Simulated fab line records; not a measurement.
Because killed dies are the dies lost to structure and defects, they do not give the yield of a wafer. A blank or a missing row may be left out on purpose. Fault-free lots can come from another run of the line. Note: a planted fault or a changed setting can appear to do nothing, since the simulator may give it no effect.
fab line records -- flow berkeley_cmos170
record lots=15, wafers=45, last_day=12
route steps=331 shown START@1 NWELL@26 PWELL@48 PVT@121
lots untouched by any fault: they come from a run of this same line in which no faults occurred
start_h: start of the lot's first displayed wafer, in hours after the record's first day -- wait_h: time in hours since the lot's previous step -- " the same as in the row above -- L1.1+2: a row that stands for several wafers -- - either no value or no given start -- * or withheld: withheld -- < > ~ a bound
route shown NAME@n: NAME is a module with steps in the file, n the number in the route of the first one -- usual: the fault-free wafers' mean and standard deviation -- same: alike in all rows -- chamber/n: place in a boat -- sites: each site's reading -- _std_site: standard deviation across them -- _edge_site: outer sites' mean less inner sites' -- radius_mm: how far each site lies from the wafer's centre -- mask NAME#n: copy n -- behind: tool/chamber where the wafer was last shaped -- hold: why the lot went on hold/how many hours it stayed there/how the hold came to an end -- device: names the non-switching transistor (n, p or np) -- end of line: tests run on the same wafers once the route is complete -- step lacking rows: just its recipe -- killed: not the wafer's yield, but the dies lost to structure and defects at the first sort -- map: a wafer's dies, marking killed ones x, the rest . and places with no die _
set.NAME: the setting the step ran with; set.NAME@STEP: the setting that earlier step ran with -- model.NAME: the simulator's own value behind a step, which no gauge read
a sample of lots followed through the steps of the route, with each step as a table and each wafer as a row
services: the hour from which a tool's chamber was out of use, counted from the record's first day as start_h (under 0 if before that day), plus the number of hours and why
## steps
# step UCB170_START_BOW_MEAS_00
# recipe mode=bow
# usual INCOMING_BOW=-1/6.5
lot.wafer,tool,chamber,start_h,wait_h,INCOMING_BOW[um]
L249.1,film_metro-01,-,15.00,-,15
L249.2,film_metro-01,-,15.00,-,2
L249.4,film_metro-01,-,15.00,-,1
L251.1,film_metro-02,-,25.00,-,-4
L251.2,film_metro-02,-,25.00,-,-7
L251.3,film_metro-02,-,25.00,-,2
L252.4,film_metro-01,-,30.06,-,-7
L252.5,film_metro-01,-,30.06,-,-3
L252.6,film_metro-01,-,30.06,-,-11
L253.3,film_metro-01,-,35.04,-,0
L253.4,film_metro-01,-,35.04,-,-11
L253.5,film_metro-01,-,35.04,-,4
L255.1,film_metro-02,-,45.00,-,-10
L255.5,film_metro-02,-,45.00,-,-5
L255.6,film_metro-02,-,45.00,-,3
L257.1,film_metro-02,-,55.00,-,4
L257.3,film_metro-02,-,55.00,-,-3
L257.6,film_metro-02,-,55.00,-,-12
L258.1,film_metro-02,-,60.00,-,9
L258.3,film_metro-02,-,60.00,-,1
L258.5,film_metro-02,-,60.00,-,10
L259.1,film_metro-01,-,65.00,-,14
L259.2,film_metro-01,-,65.00,-,2
L259.6,film_metro-01,-,65.00,-,2
L260.1,film_metro-01,-,70.33,-,3
L260.2,film_metro-01,-,70.33,-,-15
L260.4,film_metro-01,-,70.33,-,-5
L261.1,film_metro-02,-,75.00,-,-3
L261.3,film_metro-02,-,75.00,-,4
L261.5,film_metro-02,-,75.00,-,7
L263.1,film_metro-02,-,85.00,-,-4
L263.4,film_metro-02,-,85.00,-,-3
L263.5,film_metro-02,-,85.00,-,-12
L264.1,film_metro-01,-,90.00,-,-3
L264.3,film_metro-01,-,90.00,-,-3
L264.4,film_metro-01,-,90.00,-,3
L265.3,film_metro-01,-,95.04,-,0
L265.4,film_metro-01,-,95.04,-,-2
L265.5,film_metro-01,-,95.04,-,-1
L270.3,film_metro-01,-,120.04,-,-8
L270.4,film_metro-01,-,120.04,-,-4
L270.6,film_metro-01,-,120.04,-,9
L271.2,film_metro-03,-,125.03,-,13
L271.4,film_metro-03,-,125.03,-,-8
L271.5,film_metro-03,-,125.03,-,-7
# step UCB170_NWELL_OVL_MEAS_12
# usual NWELL_OVL=-1/5
lot.wafer,tool,chamber,start_h,wait_h,NWELL_OVL[nm]
L249.1,overlay-01,-,40.26,-,-3
L249.2,overlay-01,-,40.26,-,-10
L249.4,overlay-01,-,40.26,-,-3
L251.1,overlay-01,-,46.67,-,5
L251.2,overlay-01,-,46.67,-,7
L251.3,overlay-01,-,46.67,-,5
L252.4,overlay-02,-,55.49,-,0
L252.5,overlay-02,-,55.49,-,-2
L252.6,overlay-02,-,55.49,-,-9
L253.3,overlay-01,-,55.79,-,-1
L253.4,overlay-01,-,55.79,-,-3
L253.5,overlay-01,-,55.79,-,-3
L255.1,overlay-01,-,67.50,-,-8
L255.5,overlay-01,-,67.50,-,-8
L255.6,overlay-01,-,67.50,-,-7
L257.1,overlay-02,-,75.86,-,3
L257.3,overlay-02,-,75.86,-,-7
L257.6,overlay-02,-,75.86,-,1
L258.1,overlay-01,-,85.95,-,3
L258.3,overlay-01,-,85.95,-,6
L258.5,overlay-01,-,85.95,-,2
L259.1,overlay-01,-,92.32,-,9
L259.2,overlay-01,-,92.32,-,9
L259.6,overlay-01,-,92.32,-,9
L260.1,overlay-01,-,104.04,-,8
L260.2,overlay-01,-,104.04,-,11
L260.4,overlay-01,-,104.04,-,9
L261.1,overlay-01,-,104.28,-,-2
L261.3,overlay-01,-,104.28,-,-6
L261.5,overlay-01,-,104.28,-,1
L264.1,overlay-01,-,110.90,-,-3
L264.3,overlay-01,-,110.90,-,-7
L264.4,overlay-01,-,110.90,-,0
L263.1,overlay-02,-,110.98,-,-2
L263.4,overlay-02,-,110.98,-,-3
L263.5,overlay-02,-,110.98,-,-6
L265.3,overlay-01,-,118.29,-,-1
L265.4,overlay-01,-,118.29,-,1
L265.5,overlay-01,-,118.29,-,-2
L270.3,overlay-02,-,143.13,-,-10
L270.4,overlay-02,-,143.13,-,-4
L270.6,overlay-02,-,143.13,-,-5
L271.2,overlay-01,-,151.61,-,1
L271.4,overlay-01,-,151.61,-,3
L271.5,overlay-01,-,151.61,-,4
# step UCB170_PWELL_ETCH_14
# recipe chemistry=CH3F/Ar/O2, target=Si3N4, stop_on=SiO2, CH3F_flow_sccm=20, Ar_flow_sccm=50, O2_flow_sccm=7, pressure_mtorr=50, rf_w=450, target_depth_a=2420, over_etch_frac=0.1, time_s=151
# usual drypump_motor_current_A=5.9/0.42, mfc_ar_sccm=49.98/0.16, oes_product_au=0.939/0.014, rf_fwd_power_W=448.5/1.6, run_length_s=179.2/0.36, throttle_valve_pct=8.12/0.092
lot.wafer,tool,chamber,start_h,wait_h,drypump_motor_current_A,mfc_ar_sccm,oes_product_au,rf_fwd_power_W,rf_hours_counter_h,run_length_s,throttle_valve_pct
L249.1,rie_diel-04,0,59.50,0.0,5.7,49.90,0.950,450.4,30,178.7,8.21
L249.2,rie_diel-04,2,59.50,0.0,5.1,49.84,0.937,449.1,39,179.7,8.18
L249.4,rie_diel-04,1,59.50,0.0,5.0,50.24,0.951,448.9,138,179.3,8.16
L251.1,rie_diel-01,0,65.52,0.0,6.0,49.88,0.954,447.4,80,179.3,8.09
L251.2,rie_diel-01,1,65.52,0.0,6.3,50.10,0.947,449.5,21,178.5,8.15
L251.3,rie_diel-01,3,65.52,0.0,6.1,50.04,0.968,445.8,44,179.3,8.07
L253.3,rie_diel-01,3,77.14,0.0,6.1,50.27,0.973,450.9,44,179.6,8.09
L253.4,rie_diel-01,0,77.14,0.0,6.1,50.27,0.953,447.0,80,179.5,8.10
L253.5,rie_diel-01,3,77.14,0.0,6.1,49.92,0.960,450.4,-,179.1,8.09
L252.4,rie_diel-03,1,77.39,0.0,6.3,49.74,0.924,447.1,72,178.8,8.30
L252.5,rie_diel-03,2,77.39,0.0,5.6,50.02,0.928,446.7,-,179.5,8.09
L252.6,rie_diel-03,3,77.39,0.0,5.7,49.97,0.932,451.5,-,179.5,8.03
L255.1,rie_diel-04,0,86.05,0.0,5.7,49.89,0.932,449.1,31,178.8,8.22
L255.5,rie_diel-04,1,86.05,0.0,5.0,49.83,0.950,448.8,-,179.3,8.17
L255.6,rie_diel-04,2,86.05,0.0,5.1,49.94,0.932,449.6,-,179.8,8.20
L257.1,rie_diel-04,2,93.54,0.0,5.1,49.80,0.924,446.9,40,180.0,8.17
L257.3,rie_diel-04,1,93.54,0.0,5.0,49.66,0.929,451.4,140,179.2,8.16
L257.6,rie_diel-04,2,93.54,0.0,5.1,49.97,0.918,445.6,-,179.6,8.20
L258.1,rie_diel-03,3,105.32,0.0,5.7,49.76,0.927,446.7,43,179.4,7.99
L258.3,rie_diel-03,1,105.32,0.0,6.3,49.94,0.913,448.1,73,179.4,8.30
L258.5,rie_diel-03,1,105.32,0.0,6.3,49.68,0.925,449.9,-,179.0,8.28
L259.1,rie_diel-03,0,112.56,0.0,6.4,50.06,0.934,446.7,160,179.2,8.02
L259.2,rie_diel-03,2,112.56,0.0,5.6,49.85,0.935,448.2,114,179.3,8.10
L259.6,rie_diel-03,0,112.56,0.0,6.4,50.01,0.936,446.4,-,178.5,8.04
L261.1,rie_diel-03,1,118.59,0.0,6.3,50.06,0.967,-,74,156.0,8.30
L261.3,rie_diel-03,3,118.59,0.0,5.7,49.86,0.984,-,44,156.3,8.03
L261.5,rie_diel-03,2,118.59,0.0,5.7,50.04,0.993,-,-,155.7,8.07
L260.1,rie_diel-04,3,118.59,0.0,5.9,50.07,0.925,446.7,30,179.4,7.94
L260.2,rie_diel-04,1,118.59,0.0,5.0,49.90,0.942,445.6,140,179.3,8.16
L260.4,rie_diel-04,0,118.59,0.0,5.7,49.96,0.937,447.9,32,178.6,8.20
L264.1,rie_diel-03,2,124.84,0.0,5.6,49.95,1.001,-,115,155.8,8.08
L264.3,rie_diel-03,3,124.84,0.0,5.7,50.27,0.975,-,45,156.7,8.04
L264.4,rie_diel-03,1,124.84,0.0,6.3,49.88,0.978,-,74,155.7,8.29
L263.1,rie_diel-01,2,132.55,0.0,5.9,49.98,0.932,446.3,83,179.1,8.23
L263.4,rie_diel-01,1,132.55,0.0,6.3,49.99,0.938,446.2,24,179.1,8.15
L263.5,rie_diel-01,0,132.55,0.0,6.1,50.06,0.938,449.1,-,179.4,8.08
L265.3,rie_diel-03,3,134.66,0.0,5.6,50.18,0.996,-,45,156.2,8.03
L265.4,rie_diel-03,3,134.66,0.0,5.7,50.05,0.991,-,-,156.2,8.03
L265.5,rie_diel-03,1,134.66,0.0,6.3,49.94,0.977,-,-,155.9,8.27
L270.3,rie_diel-01,2,163.01,0.0,6.0,49.96,0.940,445.2,84,179.3,8.26
L270.4,rie_diel-01,3,163.01,0.0,6.1,50.08,0.979,450.5,48,179.0,8.08
L270.6,rie_diel-01,2,163.01,0.0,5.9,49.76,0.952,447.2,-,179.0,8.25
L271.2,rie_diel-01,3,168.49,0.0,6.2,50.05,0.969,450.7,48,179.2,8.06
L271.4,rie_diel-01,2,168.49,0.0,5.9,50.09,0.944,448.8,85,179.4,8.26
L271.5,rie_diel-01,1,168.49,0.0,6.3,50.19,0.939,448.3,-,178.7,8.14
# step UCB170_PWELL_STRIP_16
# recipe chemistry=O2, power_w=400, pressure_mtorr=3500, platen_temp_c=withheld, o2_flow_sccm=400, overash_fraction=0.5
# usual drypump_motor_current_A=5.7/0.39, oes_product_au=0.721/0.0048, strip_time_to_endpoint_s=18.09/0.081
lot.wafer,tool,chamber,start_h,wait_h,drypump_motor_current_A,oes_product_au,rf_hours_counter_h,strip_time_to_endpoint_s
L249.1,plasma_asher-02,0,59.75,0.1,6.2,0.718,33,18.12
L249.2,plasma_asher-02,1,59.75,0.1,5.8,0.723,33,18.07
L249.4,plasma_asher-02,1,59.75,0.1,5.8,0.721,-,18.19
L251.1,plasma_asher-04,1,65.77,0.1,6.0,0.713,26,17.92
L251.2,plasma_asher-04,0,65.77,0.1,5.3,0.717,26,18.26
L251.3,plasma_asher-04,1,65.77,0.1,6.0,0.726,-,18.12
L253.3,plasma_asher-04,1,77.43,0.1,5.9,0.712,-,18.14
L253.4,plasma_asher-04,0,77.43,0.1,5.3,0.721,-,18.01
L253.5,plasma_asher-04,1,77.43,0.1,5.9,0.720,-,18.12
L252.4,plasma_asher-02,0,77.67,0.1,6.3,0.720,-,18.22
L252.5,plasma_asher-02,0,77.67,0.1,6.2,0.717,-,18.13
L252.6,plasma_asher-02,1,77.67,0.1,5.8,0.731,-,18.19
L255.1,plasma_asher-04,1,86.30,0.1,5.9,0.726,28,18.09
L255.5,plasma_asher-04,1,86.30,0.1,5.9,0.721,-,18.07
L255.6,plasma_asher-04,0,86.30,0.1,5.3,0.719,-,17.99
L257.1,plasma_asher-04,0,93.79,0.1,5.3,0.717,29,18.00
L257.3,plasma_asher-04,1,93.79,0.1,5.9,0.725,-,18.04
L257.6,plasma_asher-04,0,93.79,0.1,5.3,0.714,-,18.06
L258.1,plasma_asher-01,1,105.57,0.1,5.1,0.723,41,18.05
L258.3,plasma_asher-01,0,105.57,0.1,6.0,0.718,-,18.21
L258.5,plasma_asher-01,0,105.57,0.1,6.0,0.716,-,18.13
L259.1,plasma_asher-01,1,112.81,0.1,5.1,0.720,42,18.20
L259.2,plasma_asher-01,0,112.81,0.1,6.0,0.720,42,18.08
L259.6,plasma_asher-01,1,112.81,0.1,5.1,0.714,-,18.13
L261.1,plasma_asher-02,0,118.84,0.1,6.2,0.731,36,18.73
L261.3,plasma_asher-02,1,118.84,0.1,5.8,0.723,-,18.73
L261.5,plasma_asher-02,1,118.84,0.1,5.8,0.725,-,18.67
L260.1,plasma_asher-01,1,118.84,0.1,5.2,0.713,43,18.09
L260.2,plasma_asher-01,0,118.84,0.1,6.0,0.714,43,18.09
L260.4,plasma_asher-01,1,118.84,0.1,5.2,0.712,-,18.16
L264.1,plasma_asher-04,1,125.09,0.1,6.0,0.714,34,18.56
L264.3,plasma_asher-04,1,125.09,0.1,6.0,0.717,-,18.60
L264.4,plasma_asher-04,0,125.09,0.1,5.3,0.726,-,18.69
L263.1,plasma_asher-02,0,132.80,0.1,6.3,0.720,38,17.91
L263.4,plasma_asher-02,0,132.80,0.1,6.3,0.722,-,17.98
L263.5,plasma_asher-02,1,132.80,0.1,5.8,0.721,-,17.92
L265.3,plasma_asher-04,1,134.95,0.1,6.0,0.727,-,18.65
L265.4,plasma_asher-04,0,134.95,0.1,5.3,0.724,-,18.63
L265.5,plasma_asher-04,1,134.95,0.1,5.9,0.713,-,18.68
L270.3,plasma_asher-01,0,163.30,0.1,6.0,0.726,-,18.04
L270.4,plasma_asher-01,1,163.30,0.1,5.2,0.718,-,18.18
L270.6,plasma_asher-01,0,163.30,0.1,6.0,0.712,-,18.06
L271.2,plasma_asher-01,1,168.74,0.1,5.1,0.718,50,18.19
L271.4,plasma_asher-01,0,168.74,0.1,6.0,0.726,-,18.08
L271.5,plasma_asher-01,1,168.74,0.1,5.1,0.720,-,18.11
# step UCB170_PVT_OVL_MEAS_06
# usual PVT_OVL=-4/6
lot.wafer,tool,chamber,start_h,wait_h,PVT_OVL[nm]
L249.1,overlay-02,-,130.38,-,1
L249.2,overlay-02,-,130.38,-,-10
L249.4,overlay-02,-,130.38,-,-5
L251.1,overlay-02,-,130.73,-,-4
L251.2,overlay-02,-,130.73,-,-9
L251.3,overlay-02,-,130.73,-,-8
L253.3,overlay-01,-,147.92,-,-11
L253.4,overlay-01,-,147.92,-,-9
L253.5,overlay-01,-,147.92,-,-14
L255.1,overlay-02,-,147.92,-,-3
L255.5,overlay-02,-,147.92,-,-2
L255.6,overlay-02,-,147.92,-,-3
L252.4,overlay-01,-,148.21,-,-12
L252.5,overlay-01,-,148.21,-,-12
L252.6,overlay-01,-,148.21,-,-7
L257.1,overlay-02,-,153.63,-,-2
L257.3,overlay-02,-,153.63,-,-7
L257.6,overlay-02,-,153.63,-,-11
L258.1,overlay-02,-,163.51,-,-13
L258.3,overlay-02,-,163.51,-,-6
L258.5,overlay-02,-,163.51,-,-4
L259.1,overlay-02,-,173.00,-,2
L259.2,overlay-02,-,173.00,-,3
L259.6,overlay-02,-,173.00,-,-1
L260.1,overlay-02,-,183.90,-,-11
L260.2,overlay-02,-,183.90,-,-12
L260.4,overlay-02,-,183.90,-,-12
L263.1,overlay-02,-,191.23,-,-8
L263.4,overlay-02,-,191.23,-,-12
L263.5,overlay-02,-,191.23,-,-6
L270.3,overlay-02,-,230.33,-,-2
L270.4,overlay-02,-,230.33,-,1
L270.6,overlay-02,-,230.33,-,8
L271.2,overlay-02,-,232.05,-,6
L271.4,overlay-02,-,232.05,-,3
L271.5,overlay-02,-,232.05,-,-1
## services
tool,chamber,start_h,hours,kind
rie_diel-03,1,38.88,4.1,repair
plasma_asher-04,-,52.77,1.7,repair
plasma_asher-02,-,56.05,3.1,repair
rie_diel-01,0,73.30,1.3,repair
plasma_asher-02,-,87.25,28.1,pm
rie_diel-04,-,96.87,0.3,repair
rie_diel-03,1,106.22,7.3,repair
rie_diel-04,3,120.32,7.0,repair
rie_diel-03,0,127.02,-,clean
rie_diel-03,0,127.02,17.9,scheduled_down
rie_diel-03,0,127.02,17.9,vent_cycle
rie_diel-03,-,135.07,0.9,repair
rie_diel-04,0,140.79,2.0,repair
rie_diel-04,1,147.02,4.0,repair
plasma_asher-02,-,151.98,11.8,pm
## key
first_sign step=UCB170_PWELL_ETCH_14, reading=run_length_s, direction=down, sigmas=64, usual=*, struck=*
effect step=UCB170_PWELL_ETCH_14, reading=oes_product_au, direction=up, sigmas=3.3, usual=0.939, struck=0.985
effect step=UCB170_PWELL_STRIP_16, reading=strip_time_to_endpoint_s, direction=up, sigmas=7.2, usual=*, struck=*
met_at UCB170_PWELL_ETCH_14
struck_lots L261,L264,L265
later_rows_left_out L261.1,L261.3,L261.5,L264.1,L264.3,L264.4,L265.3,L265.4,L265.5
sort_left_out L261.1,L261.3,L261.5,L264.1,L264.3,L264.4,L265.3,L265.4,L265.5
tester_left_out L261,L264,L265
not_acting_at UCB170_START_BOW_MEAS_00,UCB170_NWELL_OVL_MEAS_12,UCB170_PVT_OVL_MEAS_06
onset_between 112.56 118.59
fault kind=process_parameter_drift, tool=rie_diel-03, chamber=-, onset_h=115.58, steps=UCB170_PWELL_ETCH_14, channel=time_s, offset=*, shape=step, end_h=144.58, acts_in=*, stated=*
# tester_left_out: of these lots the tester's yield and bins aren't shown, on N5 and GAA mostly nor the transistor test; their killed dies are dies lost to structure and defects alone, not to doping, threshold or leakage, so they don't give the yield
# sort_left_out: the simulated sort isn't trusted on such a fault, so these wafers' sort isn't shown, and their yield isn't known
# later_rows_left_out: the simulator's readings of these wafers behind a module that went badly wrong aren't trusted and aren't shown, but for the sort
